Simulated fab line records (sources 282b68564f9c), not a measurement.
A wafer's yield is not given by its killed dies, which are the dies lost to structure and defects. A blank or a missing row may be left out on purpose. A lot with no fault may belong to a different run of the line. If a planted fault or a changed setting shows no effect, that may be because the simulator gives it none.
A struck lot beside a sound one | flow ritCmos | 43 steps out of a route of 202
Sound: these wafers, L516.2, L516.3, L516.4. Struck: wafers L512.1, L512.3, L512.4. Last of all comes the cause.
At each step with rows: each side's tool, then ch and its chambers, then its first start. Under that, the readings that differ: sound wafers | struck wafers | difference of the means | sigmas: that difference in standard deviations of wafers without a fault.
alike: readings whose means differ by less than 2 such deviations, and words and numbers that are the same on both sides. not compared: withheld readings, readings that some wafer has no value for, bounds like >300 that may hide the same value, and numbers for which the record gives no deviation and whose values overlap.
A row with sigmas, a row that says differs or no value, or rows on one side alone: a step with any of these is where the two part. Numbers that have no deviation but don't overlap get no sigmas and don't part them. A reading missing from all wafers of one side parts the sides only when that side holds two or more wafers.

first, 2 steps without rows for these wafers: RIT_FOX2_CLEAN_02 (cleans in dHF, time 180 s); RIT_FOX2_WET_ETCH_03 (etches Si3N4 in H3PO4, target depth 195 nm, time 2700 s).
RIT_FOX2_THK_MEAS_90:
  sound: filmMetro-01 at day 4 23:13; struck: filmMetro-02 at day 4 05:52
  alike: FIELD_OXIDE_LEFT_1_THK
then, 6 steps without rows for these wafers: RIT_NWELL_HMDS_00 (prime time 60 s); RIT_NWELL_COAT_01 (resist thk 1300 nm); RIT_NWELL_SOFTBAKE_02 (time 60 s); RIT_NWELL_EXPOSE_03 (exposes mask M2, target cd 43900 nm); RIT_NWELL_PEB_04; RIT_NWELL_DEVELOP_05 (develop time 68 s).
RIT_NWELL_OVL_MEAS_06:
  sound: overlay-01 at day 5 00:22; struck: overlay-02 at day 4 06:48
  alike: NWELL_OVL
then, 2 steps without rows for these wafers: RIT_NWELL_HARDBAKE_07 (time 120 s); RIT_NWELL_IMPLANT_08.
RIT_NWELL_STRIP_09: strips in O2, time 180 s.
  sound on plasmaAsher-01 ch 0,1, day 5 00:48; struck on plasmaAsher-02 ch 0,1, day 4 07:14
  no value came back on the struck wafers for chamberPressureMTorr (mTorr), drypumpMotorCurrentA (A); on the sound wafers chamberPressureMTorr (mTorr) reads 3998 3993 4003
reading                                   | sound | struck         | difference | sigmas
model.NOVOLAK_of_NWELL_COAT_01.thkNm (nm) | 0 0 0 | 1135 1139 1135 | +1136      | 
  not compared: rfHoursCounterH
RIT_NWELL_TW_MEAS_10:
  sound: filmMetro-04 at day 5 00:59; struck: filmMetro-01 at day 4 07:25
  alike: NWELL_TW
then, 2 steps without rows for these wafers: RIT_PWELL_HMDS_00 (prime time 60 s); RIT_PWELL_COAT_01 (resist thk 1300 nm).
RIT_PWELL_SOFTBAKE_02: time 61.06 s.
  sound on lithoTrack-02 ch 0, day 5 01:22; struck on lithoTrack-03 ch 0, day 4 07:46
  alike: plateSensorTCentreC, plateSensorTEdgeC
then, 3 steps without rows for these wafers: RIT_PWELL_EXPOSE_03 (exposes mask M3, target cd 43700 nm); RIT_PWELL_PEB_04; RIT_PWELL_DEVELOP_05 (develop time 68 s).
RIT_PWELL_OVL_MEAS_06:
  sound: overlay-02 at day 5 02:02; struck: overlay-02 at day 4 08:28
  alike: PWELL_OVL
then, 2 steps without rows for these wafers: RIT_PWELL_HARDBAKE_07 (time 120 s); RIT_PWELL_IMPLANT_08.
RIT_PWELL_STRIP_09: strips in O2, time 180 s.
  sound on plasmaAsher-01 ch 0,1, day 5 02:28; struck on plasmaAsher-01 ch 0,1, day 4 08:55
  alike: chamberPressureMTorr, drypumpMotorCurrentA
  not compared: rfHoursCounterH
RIT_PWELL_TW_MEAS_10:
  sound: filmMetro-01 at day 5 02:40; struck: filmMetro-01 at day 4 09:05
reading  | sound       | struck   | difference | sigmas
PWELL_TW | 946 943 941 | 30 30 30 | -913       | -99 or more
then, 1 step without rows for these wafers: RIT_WELLDRIVE_ANNEAL_00 (time 14700 s).
RIT_WELLDRIVE_RS_MEAS_01: the measuring method here is four-point-probe.
  sound: filmMetro-01 at day 5 08:35; struck: filmMetro-01 at day 4 15:38
reading           | sound             | struck            | difference | sigmas
NWELL_RS (ohm/sq) | 275.9 276.3 276.5 | 273.8 274.3 274.6 | -2.0       | -2
RIT_WELLDRIVE_RS_MEAS_02: the measuring method here is four-point-probe.
  sound: filmMetro-01 at day 5 08:43; struck: filmMetro-01 at day 4 15:45
  alike: PWELL_RS
then, 6 steps without rows for these wafers: RIT_NRETRO_HMDS_00 (prime time 60 s); RIT_NRETRO_COAT_01 (resist thk 1300 nm); RIT_NRETRO_SOFTBAKE_02 (time 60 s); RIT_NRETRO_EXPOSE_03 (exposes mask M4, target cd 43900 nm); RIT_NRETRO_PEB_04; RIT_NRETRO_DEVELOP_05 (develop time 68 s).
RIT_NRETRO_OVL_MEAS_06:
  sound: overlay-01 at day 5 09:49; struck: overlay-01 at day 4 16:52
  alike: NRETRO_OVL
then, 2 steps without rows for these wafers: RIT_NRETRO_HARDBAKE_07 (time 120 s); RIT_NRETRO_IMPLANT_08.
RIT_NRETRO_STRIP_09: strips in O2, time 180 s.
  sound on plasmaAsher-04 ch 0,1, day 5 10:15; struck on plasmaAsher-03 ch 0,1, day 4 17:18
  alike: chamberPressureMTorr, drypumpMotorCurrentA
  not compared: rfHoursCounterH
RIT_NRETRO_TW_MEAS_10:
  sound: filmMetro-03 at day 5 10:26; struck: filmMetro-02 at day 4 17:28
reading   | sound          | struck   | difference | sigmas
NRETRO_TW | 1063 1063 1058 | 30 30 30 | -1031      | -99 or more
then, 3 steps without rows for these wafers: RIT_PRETRO_HMDS_00 (prime time 60 s); RIT_PRETRO_COAT_01 (resist thk 1316 nm); RIT_PRETRO_SOFTBAKE_02 (time 60 s).
RIT_PRETRO_TW_MEAS_10:
  sound: filmMetro-01 at day 5 11:59; struck: filmMetro-01 at day 4 19:02
reading   | sound             | struck         | difference | sigmas
PRETRO_TW | 472.2 472.0 472.5 | 29.9 29.5 29.9 | -442.5     | -99 or more

WHERE THEY PART
At RIT_NWELL_STRIP_09 first; at RIT_PRETRO_TW_MEAS_10 last (within this record only).

WHY: whatever the simulator had introduced
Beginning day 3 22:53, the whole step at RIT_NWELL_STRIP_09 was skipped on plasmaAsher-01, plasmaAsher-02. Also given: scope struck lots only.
